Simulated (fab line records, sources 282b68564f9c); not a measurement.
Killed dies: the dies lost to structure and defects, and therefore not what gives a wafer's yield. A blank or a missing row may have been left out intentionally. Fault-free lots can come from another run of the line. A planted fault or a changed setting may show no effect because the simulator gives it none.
Struck lot and sound lot, side by side || flow ritCmos || 15 out of 202 route steps
Sound: the wafers L670.1, L670.3, L670.6. Struck: wafers L678.2, L678.4, L678.6. The cause is named last.
Per side, at each step with rows, come the tool, then ch with its chambers, and then its first start. Under that, the readings that differ: sound wafers || struck wafers || difference of the means || sigmas: that difference in standard deviations of wafers without a fault.
alike: a reading whose means differ by less than 2 such deviations, as well as words and numbers matching on both sides. not compared: withheld readings; readings where some wafer has no value; bounds like >300 that might hide an equal value; numbers whose values overlap and for which the record gives no deviation.
Wherever a step has rows on one side only, a row that says differs or no value, or a row with sigmas, the two part there. When numbers do not overlap yet have no deviation, they are printed without sigmas and do not part them. A reading that every wafer of one side lacks parts them only if that side has two wafers or more.

first, 1 step without rows for these wafers: RIT_NLDD_IMPLANT_08.
RIT_NLDD_STRIP_09: strips in O2, time 180 s.
  sound on plasmaAsher-04 ch 0,1, day 4 05:35; struck on plasmaAsher-04 ch 0,1, day 5 16:31
  alike: chamberPressureMTorr, drypumpMotorCurrentA
  not compared: rfHoursCounterH
RIT_NLDD_TW_MEAS_10:
  sound on filmMetro-03 at day 4 05:46; struck on filmMetro-01 at day 5 16:43
  alike: NLDD_TW
then, 6 steps without rows for these wafers: RIT_PLDD_HMDS_00 (prime time 60 s); RIT_PLDD_COAT_01 (resist thk 1000 nm); RIT_PLDD_SOFTBAKE_02 (time 60 s); RIT_PLDD_EXPOSE_03 (exposes mask M8, target cd 40900 nm); RIT_PLDD_PEB_04; RIT_PLDD_DEVELOP_05 (develop time 50 s).
RIT_PLDD_OVL_MEAS_06:
  sound on overlay-02 at day 4 06:40; struck on overlay-01 at day 5 17:37
  alike: PLDD_OVL
then, 2 steps without rows for these wafers: RIT_PLDD_HARDBAKE_07 (time 60 s); RIT_PLDD_IMPLANT_08.
RIT_PLDD_STRIP_09: strips in O2, time 180 s.
  sound on plasmaAsher-01 ch 0,1, day 4 07:01; struck on plasmaAsher-01 ch 1, day 5 17:57
  no value came back on the struck wafers for chamberPressureMTorr (mTorr), drypumpMotorCurrentA (A); on the sound wafers chamberPressureMTorr (mTorr) reads 3998 4000 3993
{"reading": "model.NOVOLAK_of_PLDD_COAT_01.thkNm (nm)", "sound": "0 0 0", "struck": "884.3 886.2 885.6", "difference": "+885.4", "sigmas": ""}
  not compared: rfHoursCounterH
RIT_PLDD_TW_MEAS_10:
  sound on filmMetro-02 at day 4 07:11; struck on filmMetro-03 at day 5 18:08
  alike: PLDD_TW
RIT_M1_PROBE_99:
  sound on prober-01 at day 4 20:54; struck on prober-01 at day 6 08:02
{"reading": "killedAtFrontEnd", "sound": "3 6 5", "struck": "264 264 264", "difference": "+259", "sigmas": "+89"}
{"reading": "killedDies", "sound": "3 6 5", "struck": "264 264 264", "difference": "+259", "sigmas": "+89"}
{"reading": "killedOnRim", "sound": "1 1 3", "struck": "70 70 70", "difference": "+68", "sigmas": "+49"}
  alike: killedAtContacts, killedOpen, killedShort

WHERE THEY PART
First at RIT_PLDD_STRIP_09; last, within this record, at RIT_M1_PROBE_99.

WHY: what had been put in by the simulator
Skipped step whole: plasmaAsher-01, from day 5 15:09 on, at RIT_PLDD_STRIP_09. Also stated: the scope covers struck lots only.
